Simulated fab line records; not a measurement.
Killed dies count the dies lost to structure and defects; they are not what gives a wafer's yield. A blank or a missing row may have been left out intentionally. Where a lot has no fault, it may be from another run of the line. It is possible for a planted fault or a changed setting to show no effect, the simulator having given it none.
One fault seen from 2 desks / flow rit-cmos / every desk sees just its own numbers, and what lay behind them comes last

== FOR THE TOOL OWNER'S DESK: implanter-03 ==
The tool's own readings at RIT_PSD_IMPLANT_08: means of the sampled wafers that have a number, for each lot that ran on this tool. Any lot whose mean is over 4 standard deviations away from the usual mean is out of limits and marked OUT; that distance is given in the brackets.
Columns: A = beam-on-s at RIT_PSD_IMPLANT_08, usual 13.1 s; B = dose-ions-cm2 at RIT_PSD_IMPLANT_08, usual 5e+15; C = end-station-pressure-torr at RIT_PSD_IMPLANT_08, usual 1.42e-05 Torr; D = faraday-current-uA at RIT_PSD_IMPLANT_08, usual 11838
lot=L797; first seen here=day 3 17:46; A=12.1; B=5e+15; C=1.44e-05; D=12709
lot=L803; first seen here=day 4 21:53; A=10.0; B=1e+15 (-99 or more) OUT; C=7.57e-06 (-5.1) OUT; D=3147 (-8.7) OUT
lot=L805; first seen here=day 5 09:11; A=9.9; B=1e+15 (-99 or more) OUT; C=7.07e-06 (-5.5) OUT; D=3176 (-8.7) OUT
lot=L815; first seen here=day 7 11:17; A=12.3; B=5e+15; C=1.49e-05; D=12501
lot=L816; first seen here=day 7 15:22; A=12.2; B=5e+15; C=1.52e-05; D=12562
lot=L817; first seen here=day 7 18:11; A=12.2; B=5e+15; C=1.44e-05; D=12570
lot=L818; first seen here=day 7 23:13; A=11.9; B=5e+15; C=1.54e-05; D=12867
This desk's finding: out of limits on L803, L805; first on L803, day 4 21:53 (dose-ions-cm2 at RIT_PSD_IMPLANT_08). In limits: L797, L815, L816, L817, L818.

== METROLOGY DESK ==
Lot by lot, what the gauges showed, no matter which tool ran the lot: averages of those sampled wafers that carry a number. Any lot whose mean is over 4 standard deviations away from the usual mean is out of limits and marked OUT; that distance is given in the brackets.
Columns: A = PSD_TW at RIT_PSD_TW_MEAS_10, usual 3418; B = PSD_RS at RIT_SDANNEAL_RS_MEAS_04, usual 115.8 ohm/sq
lot=L795; first seen here=day 3 11:57; A=3404; B=115.5
lot=L796; first seen here=day 3 13:31; A=3374; B=115.5
lot=L797; first seen here=day 3 18:10; A=3366; B=115.2
lot=L803; first seen here=day 4 22:13; A=2606 (-30) OUT; B=153.3 (+99 or more) OUT
lot=L805; first seen here=day 5 09:29; A=2630 (-29) OUT; B=150.4 (+99 or more) OUT
lot=L808; first seen here=day 6 04:08; A=3403; B=115.6
lot=L809; first seen here=day 6 15:47; A=3435; B=115.4
lot=L810; first seen here=day 6 15:50; A=3446; B=115.8
lot=L811; first seen here=day 6 18:43; A=3451; B=116.4
lot=L814; first seen here=day 7 06:14; A=3440; B=116.0
lot=L815; first seen here=day 7 11:37; A=3398; B=115.5
lot=L816; first seen here=day 7 15:40; A=3449; B=115.2
lot=L817; first seen here=day 7 18:31; A=3420; B=116.1
lot=L818; first seen here=day 7 23:30; A=3414; B=116.0
Finding of this desk: L803, L805 out of limits, first seen on L803 at day 4 22:13 (PSD_TW at RIT_PSD_TW_MEAS_10). In limits: L795, L796, L797, L808, L809, L810, L811, L814, L815, L816, L817, L818.

== PUT TOGETHER ==
The tool owner's desk could have raised an alarm at day 4 21:53, on L803, L805.
The metrology desk could have raised an alarm at day 4 22:13, on L803, L805.
Of the lots named, all ran RIT_PSD_IMPLANT_08 on implanter-03.

== WHAT THE SIMULATOR PUT IN ==
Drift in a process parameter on implanter-03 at RIT_PSD_IMPLANT_08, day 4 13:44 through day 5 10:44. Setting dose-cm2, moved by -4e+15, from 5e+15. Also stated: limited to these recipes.
Shown lots that were struck: L803, L805.
Hours from the fault's start to each desk's first reading out of limits: the tool owner's desk, 8; the metrology desk, 8.
